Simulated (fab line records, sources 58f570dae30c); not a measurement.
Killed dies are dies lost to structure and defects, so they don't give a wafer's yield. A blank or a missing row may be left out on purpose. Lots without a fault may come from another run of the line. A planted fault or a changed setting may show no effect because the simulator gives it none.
fab line records | flow berkeley_cmos170
record lots=7 wafers=21 last_day=12
route steps=331 shown GATE@125 FIELD@126
lots that met no fault: from a run of the same line without faults
start_h: hours from the record's first day to the start of the lot's first wafer shown | wait_h: hours since the lot's step before | " the same as in the row above | L1.1+2: a row that stands for several wafers | - no value, or no start given | * or withheld: withheld | < > ~ a bound
route shown NAME@n: a module of which the file shows steps, and the number in the route of the first | usual: mean/standard deviation of fault-free wafers | same: alike in all rows | chamber/n: place in a boat | sites: the reading at each site | _std_site: their standard deviation | _edge_site: outer sites' mean less inner sites' | radius_mm: how far each site lies from the wafer's centre | mask NAME#n: copy n | behind: the tool/chamber that last shaped the wafer | hold: why the lot was held/for how many hours/how that ended | device: the transistor (n, p or np) that didn't switch | end of line: the same wafers' tests at the end of the route | a step without rows: its recipe alone | killed: dies lost to structure and defects at the first sort, not the wafer's yield | map: a wafer's dies, x killed, . not, _ none there
set.NAME: the setting as run; set.NAME@STEP: as run at that earlier step | model.NAME: the simulator's own value behind a step, which no gauge read
lots at some steps of the route; a table a step, a row a wafer
## steps
# step UCB170_GATE_WET_ETCH_00
# recipe chemistry=dHF dilution=25:1 target=SiO2 temp_c=25 time_s=200
# step UCB170_FIELD_THK_MEAS_91
# recipe reads=SiO2_of_FIELD_OXIDATION_01
# usual FIELD_OXIDE_LEFT_2_THK=354/9
# columns lot.wafer tool chamber start_h wait_h FIELD_OXIDE_LEFT_2_THK[nm]
L467.1 film_metro-02 - 137.16 0.0 360
L467.3 " - " " 347
L467.4 " - " " 356
L473.2 film_metro-02 - 168.63 0.0 346
L473.5 " - " " 341
L473.6 " - " " 347
L476.1 film_metro-02 - 182.55 0.0 347
L476.4 " - " " 344
L476.6 " - " " 351
L477.1 film_metro-03 - 182.62 0.0 357
L477.3 " - " " 366
L477.6 " - " " 362
L478.1 film_metro-03 - 204.11 0.0 367
L478.2 " - " " 364
L478.6 " - " " 366
L486.3 film_metro-03 - 228.64 0.0 369
L486.4 " - " " 372
L486.6 " - " " 370
L487.2 film_metro-01 - 235.65 0.0 359
L487.3 " - " " 353
L487.6 " - " " 353
# step UCB170_GATE_OXIDATION_01
# recipe temp_c=850 ambient=O2 target_thk_a=66 ox_time_s=1848
# step UCB170_GATE_THK_MEAS_02
# recipe reads=SiO2_of_GATE_OXIDATION_01
# usual GATE_OXIDE_THK=6.79/0.12
# columns lot.wafer tool chamber start_h wait_h GATE_OXIDE_THK[nm]
L467.1 film_metro-03 - 143.72 0.0 6.63
L467.3 " - " " 6.79
L467.4 " - " " 6.61
L473.2 film_metro-01 - 174.21 0.0 6.80
L473.5 " - " " 6.74
L473.6 " - " " 6.78
L476.1 film_metro-04 - 189.90 0.0 6.72
L476.4 " - " " 6.67
L476.6 " - " " 6.71
L477.1 film_metro-03 - 189.90 0.0 7.08
L477.3 " - " " 6.96
L477.6 " - " " 6.97
L478.1 film_metro-01 - 208.55 0.0 7.03
L478.2 " - " " 7.04
L478.6 " - " " 7.04
L486.3 film_metro-01 - 235.72 0.0 6.72
L486.4 " - " " 6.70
L486.6 " - " " 6.73
L487.2 film_metro-04 - 241.18 0.0 6.70
L487.3 " - " " 6.63
L487.6 " - " " 6.78
# step UCB170_GATE_ANNEAL_03
# recipe temp_c=900 time_s=1800 ambient=N2
# step UCB170_GATE_CVD_04
# recipe material=poly-Si temp_c=610 precursor=SiH4 time_s=1440 pressure_mtorr=375 target_thk_nm=214 sih4_flow_sccm=120
# step UCB170_GATE_THK_MEAS_05
# recipe reads=poly-Si_of_GATE_CVD_04
# usual GATE_POLY_THK=213.2/2.5
# columns lot.wafer tool chamber start_h wait_h GATE_POLY_THK[nm]
L467.1 film_metro-03 - 152.76 0.0 213.9
L467.3 " - " " 213.9
L467.4 " - " " 213.2
L473.2 film_metro-01 - 183.99 0.0 214.0
L473.5 " - " " 214.3
L473.6 " - " " 214.8
L476.1 film_metro-03 - 197.24 0.0 213.2
L476.4 " - " " 213.4
L476.6 " - " " 212.5
L477.1 film_metro-01 - 197.24 0.0 209.3
L477.3 " - " " 208.7
L477.6 " - " " 208.3
L478.1 film_metro-01 - 216.81 0.0 214.6
L478.2 " - " " 213.5
L478.6 " - " " 214.3
L486.3 film_metro-04 - 243.53 0.1 211.8
L486.4 " - " " 211.1
L486.6 " - " " 209.8
L487.2 film_metro-03 - 249.60 0.0 208.1
L487.3 " - " " 209.9
L487.6 " - " " 209.6
# step UCB170_GATE_COAT_06
# recipe resist=BARC temp_c=withheld time_s=withheld spin_rpm=3000 resist_thk_nm=withheld
# step UCB170_GATE_COAT_07
# recipe resist=KrF spin_rpm=1500 resist_thk_nm=900
# step UCB170_GATE_SOFTBAKE_08
# recipe resist=KrF temp_c=130 time_s=60
# step UCB170_GATE_EXPOSE_09
# recipe mask_id=POLY target_cd_nm=350 na=0.5 sigma_outer=0.6 source_shape=conventional dose_mj=21
# step UCB170_GATE_PEB_10
# recipe peb_temp_c=130 peb_time_s=withheld resist=KrF
# step UCB170_GATE_DEVELOP_11
# recipe developer=TMAH develop_time_s=45 resist=KrF dev_temp_c=21
# usual chill_plate_temp_C=22.99/0.11 develop_time_s=45/0
# columns lot.wafer tool chamber start_h wait_h chill_plate_temp_C develop_time_s model.KrF_of_GATE_COAT_07.thk_nm
L467.1 litho_track-02 0 154 - 23.08 45 889.8
L467.3 " 0 " " 23.07 45 886.9
L467.4 " 0 " " 23.08 45 886.6
L473.2 litho_track-04 0 184 - 23.07 45 889.4
L473.5 " 0 " " 23.09 45 889
L473.6 " 0 185 - 23.16 45 889.1
L476.1 litho_track-02 - 198 - - - 901.4
L476.4 " - " " - - 900.8
L476.6 " - " " - - 898.4
L477.1 litho_track-02 - 198 - - - 905.8
L477.3 " - " " - - 904.3
L477.6 " - " " - - 904.2
L478.1 litho_track-02 - 217 - - - 901.2
L478.2 " - 218 - - - 901
L478.6 " - " " - - 903.9
L486.3 litho_track-02 0 244 - 23.14 45 885
L486.4 " 0 " " 22.90 45 882.7
L486.6 " 0 " " 23.03 45 883.3
L487.2 litho_track-03 0 250 - 23.13 45 886.5
L487.3 " 0 " " 22.92 45 887.9
L487.6 " 0 " " 22.92 45 886.3
# step UCB170_GATE_CD_MEAS_12
# recipe target_cd_nm=350
# usual cd_nm=350.2/1.3
# columns lot.wafer tool chamber start_h wait_h cd_nm
L467.1 cd_sem-01 - 154.25 - 349.4
L467.3 " - " " 349.2
L467.4 " - " " 350.3
L473.2 cd_sem-02 - 185.38 - 351.8
L473.5 " - " " 352.8
L473.6 " - " " 352.6
L476.1 cd_sem-01 - 198.14 - -
L476.4 " - " " -
L476.6 " - " " -
L477.1 cd_sem-01 - 198.69 - -
L477.3 " - " " -
L477.6 " - " " -
L478.1 cd_sem-01 - 218.12 - -
L478.2 " - " " -
L478.6 " - " " -
L486.3 cd_sem-02 - 244.65 - 351.4
L486.4 " - " " 351.3
L486.6 " - " " 350.8
L487.2 cd_sem-02 - 250.92 - 348.6
L487.3 " - " " 350.0
L487.6 " - " " 350.8
## key
first_sign step=UCB170_GATE_DEVELOP_11 reading=tool_record direction=missing
effect none on later readings
model_effect step=UCB170_GATE_DEVELOP_11 value=KrF_of_GATE_COAT_07.thk_nm without=888.1 struck=902.3
met_at UCB170_GATE_DEVELOP_11
struck_wafers L476.1,L476.4,L476.6,L477.1,L477.3,L477.6,L478.1,L478.2,L478.6
later_rows_left_out L476.1,L476.4,L476.6,L477.1,L477.3,L477.6,L478.1,L478.2,L478.6
sort_left_out L476.1,L476.4,L476.6,L477.1,L477.3,L477.6,L478.1,L478.2,L478.6
tester_left_out L476,L477,L478
onset_between 154 198
fault kind=skipped_step_whole tool=litho_track-02 chamber=- onset_h=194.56 steps=UCB170_GATE_DEVELOP_11 scope=struck_lots_only
# tester_left_out: of these lots the tester's yield and bins aren't shown, on N5 and GAA mostly nor the transistor test; their killed dies are dies lost to structure and defects alone, not to doping, threshold or leakage, so they don't give the yield
# sort_left_out: the simulated sort isn't trusted on such a fault, so these wafers' sort isn't shown, and their yield isn't known
# later_rows_left_out: the simulator's readings of these wafers behind a module that went badly wrong aren't trusted and aren't shown, but for the sort
